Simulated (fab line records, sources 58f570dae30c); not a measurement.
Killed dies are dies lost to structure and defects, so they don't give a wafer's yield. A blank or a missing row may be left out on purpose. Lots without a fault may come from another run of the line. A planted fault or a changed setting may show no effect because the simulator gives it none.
Which tool did it? | flow berkeley_cmos170 | 14 lots, 42 wafers sampled, at 2 steps of a route of 331

WHAT THE GAUGES READ, wafer by wafer
UCB170_V2_THK_MEAS_01.
lot  | measured     | on            | V2_TEOS_THK (nm)
L529 | day 8 17:56  | film_metro-01 | 2009 2030 2026
L530 | day 8 18:55  | film_metro-01 | 1993 2040 2046
L531 | day 9 02:40  | film_metro-02 | 2025 2043 2022
L535 | day 9 20:03  | film_metro-04 | 1979 2035 2018
L536 | day 9 21:26  | film_metro-02 | 1964 1997 2039
L537 | day 10 07:43 | film_metro-02 | 1968 1968 1996
L539 | day 10 07:55 | film_metro-01 | 1977 1975 2023
L538 | day 10 09:36 | film_metro-04 | 1988 1982 2030
L541 | day 10 20:37 | film_metro-04 | 1997 2041 2014
L545 | day 11 18:14 | film_metro-04 | 1993 2044 2015
L543 | day 11 22:25 | film_metro-01 | 2088 2091 2107 2089 2093 2108
L547 | day 12 09:05 | film_metro-01 | 2074 2125 2118 2073 2123 2119
L552 | day 12 23:20 | film_metro-04 | 1988 2009 2045
L551 | day 13 15:40 | film_metro-01 | 2014 2033 2031

WHICH TOOL RAN EACH LOT (tool, then ch and the chambers of the sampled wafers, then the start)
lot  | UCB170_V2_CVD_00
L529 | pecvd-02 ch 1,2, day 8 17:47
L530 | pecvd-04 ch 1,2, day 8 18:45
L531 | pecvd-04 ch 1,2, day 9 02:31
L535 | pecvd-02 ch 0,2, day 9 19:53
L536 | pecvd-04 ch 0,1,2, day 9 21:17
L537 | pecvd-04 ch 0,1, day 10 07:34
L539 | pecvd-02 ch 0,1, day 10 07:45
L538 | pecvd-04 ch 1,2, day 10 09:26
L541 | pecvd-03 ch 1,2, day 10 20:26
L545 | pecvd-02 ch 1,2, day 11 18:05
L543 | pecvd-02 ch 0,2, day 11 22:15
L547 | pecvd-02 ch 0,2, day 12 08:54
L552 | pecvd-04 ch 0,1, day 12 23:10
L551 | pecvd-04 ch 0,1,2, day 13 15:30
- UCB170_V2_CVD_00: deposits SiO2 from TEOS/O2, target thk 2000 nm, time 250 s.

WHAT THE TOOLS THEMSELVES READ (means of the sampled wafers that have a number; where no wafer has one, the mark that the record gives instead)
UCB170_V2_CVD_00.
lot  | tool     | heater_power_w (W) | rf_fwd_power_W (W)
L529 | pecvd-02 | 169                | 547.6
L530 | pecvd-04 | 196                | 547.3
L531 | pecvd-04 | 242                | 548.3
L535 | pecvd-02 | 169                | 547.5
L536 | pecvd-04 | 226                | 548.0
L537 | pecvd-04 | 254                | 548.6
L539 | pecvd-02 | 181                | 546.1
L538 | pecvd-04 | 241                | 546.6
L541 | pecvd-03 | 226                | 548.3
L545 | pecvd-02 | 153                | 551.4
L543 | pecvd-02 | 181                | 549.1
L547 | pecvd-02 | 168                | 548.1
L552 | pecvd-04 | 276                | 546.4
L551 | pecvd-04 | 262                | 549.4

THE ANSWER, worked out from the rows above alone
Rule: what is usual is taken from the lots themselves. Put in order of their means at a reading, lots are off if they are a third of the lots or fewer, leave a main group of 4 or more, and stand apart from it by a gap of 3 or more times the standard deviation of the main group's means; of several such gaps the widest counts. A main group whose means are all the same, to the digits that the tables above print for the reading, isn't used. A lot without any number at a reading at which 4 lots or more have one is off too. The other lots that the step has rows for count as sound. The gauges are gone through in route order, then the tools' own readings, and for those a lot's mean is taken as printed above. The first step at which some lot is off is used, and at that step the reading that is off furthest; a lot without a number counts as furthest.
Off: L543, L547, at UCB170_V2_THK_MEAS_01 (V2_TEOS_THK). The main group: mean 2011 nm, standard deviation 15.
A tool fits if, at a process step before that reading, it ran every lot that is off, and no sound lot after the first of them. The gauges at UCB170_V2_THK_MEAS_01 are tried like those tools. One fits: pecvd-02 at UCB170_V2_CVD_00. Its last sound lot is L545 (day 11 18:05), its first lot that is off L543 (day 11 22:15): a fault that began between those two fits.

WHAT THE SIMULATOR HAD PUT IN
Process parameter drift: pecvd-02, from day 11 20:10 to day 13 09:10, at UCB170_V2_CVD_00. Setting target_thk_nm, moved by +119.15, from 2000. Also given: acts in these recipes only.
Lots struck among those shown: L543, L547. The rule above found the same.
